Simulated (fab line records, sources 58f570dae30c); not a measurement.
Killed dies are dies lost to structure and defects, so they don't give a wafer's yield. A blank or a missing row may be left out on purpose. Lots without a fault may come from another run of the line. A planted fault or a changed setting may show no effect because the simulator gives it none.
One fault seen from 2 desks | flow berkeley_cmos170 | each desk has only its own numbers; what lay behind them comes last

THE TOOL OWNER'S DESK: pvd_sputter-04
The tool's own readings at UCB170_M1_SPUTTER_00 (material Al, target thk 600 nm, time 80 s): means of the sampled wafers that have a number, for each lot that ran on this tool. A lot is out of limits, marked OUT, if its mean lies more than 4 standard deviations from the usual mean; the brackets give that distance.
Columns: A = throttle_valve_pct at UCB170_M1_SPUTTER_00, usual 29.7 %
lot  | first seen here | A
L261 | day 10 01:40    | 30.4
L271 | day 12 15:40    | 31.2
This desk's finding: nothing out of limits on any of the 2 lots.

THE METROLOGY DESK
What the gauges read, lot by lot, whatever tool the lot ran on: means of the sampled wafers that have a number. A lot is out of limits, marked OUT, if its mean lies more than 4 standard deviations from the usual mean; the brackets give that distance. Of its 13 readings 7 are shown: those that lie furthest out on some lot.
Columns: A = cd_nm at UCB170_CONTACT_CD_MEAS_15, usual 700.3 nm; B = cd_nm at UCB170_CONTACT_CD_MEAS_90, usual 700.1 nm; C = M1_AL_RS at UCB170_M1_RS_MEAS_01, usual 0.0485 ohm/sq; D = cd_nm at UCB170_M1_CD_MEAS_09, usual 699.5 nm; E = cd_nm at UCB170_M1_CD_MEAS_90, usual 700.0 nm; F = cd_nm at UCB170_V1_CD_MEAS_12, usual 700.0 nm; G = V1_OVL at UCB170_V1_OVL_MEAS_13, usual -3 nm
lot  | first seen here | A     | B     | C      | D     | E     | F     | G
L257 | day 8 16:07     | 699.1 | 699.0 | 0.0488 | 702.6 | 703.5 | 700.1 | -4
L261 | day 10 00:55    | 700.4 | 700.7 | 0.0480 | 700.2 | 700.6 | 699.7 | -14
L271 | day 12 14:58    | 699.9 | 699.9 | 0.0483 | 698.9 | 698.6 | 701.6 | -9
L276 | day 12 15:04    | 703.4 | 703.2 | 0.0481 | 699.5 | 701.2 | 697.9 | -4
L275 | day 12 15:14    | 700.0 | 700.4 | 0.0493 | 698.4 | 697.9 | 702.2 | -2
This desk's finding: nothing out of limits on any of the 5 lots.

PUT TOGETHER
The tool owner's desk saw nothing out of limits.
The metrology desk saw nothing out of limits.

WHAT THE SIMULATOR HAD PUT IN
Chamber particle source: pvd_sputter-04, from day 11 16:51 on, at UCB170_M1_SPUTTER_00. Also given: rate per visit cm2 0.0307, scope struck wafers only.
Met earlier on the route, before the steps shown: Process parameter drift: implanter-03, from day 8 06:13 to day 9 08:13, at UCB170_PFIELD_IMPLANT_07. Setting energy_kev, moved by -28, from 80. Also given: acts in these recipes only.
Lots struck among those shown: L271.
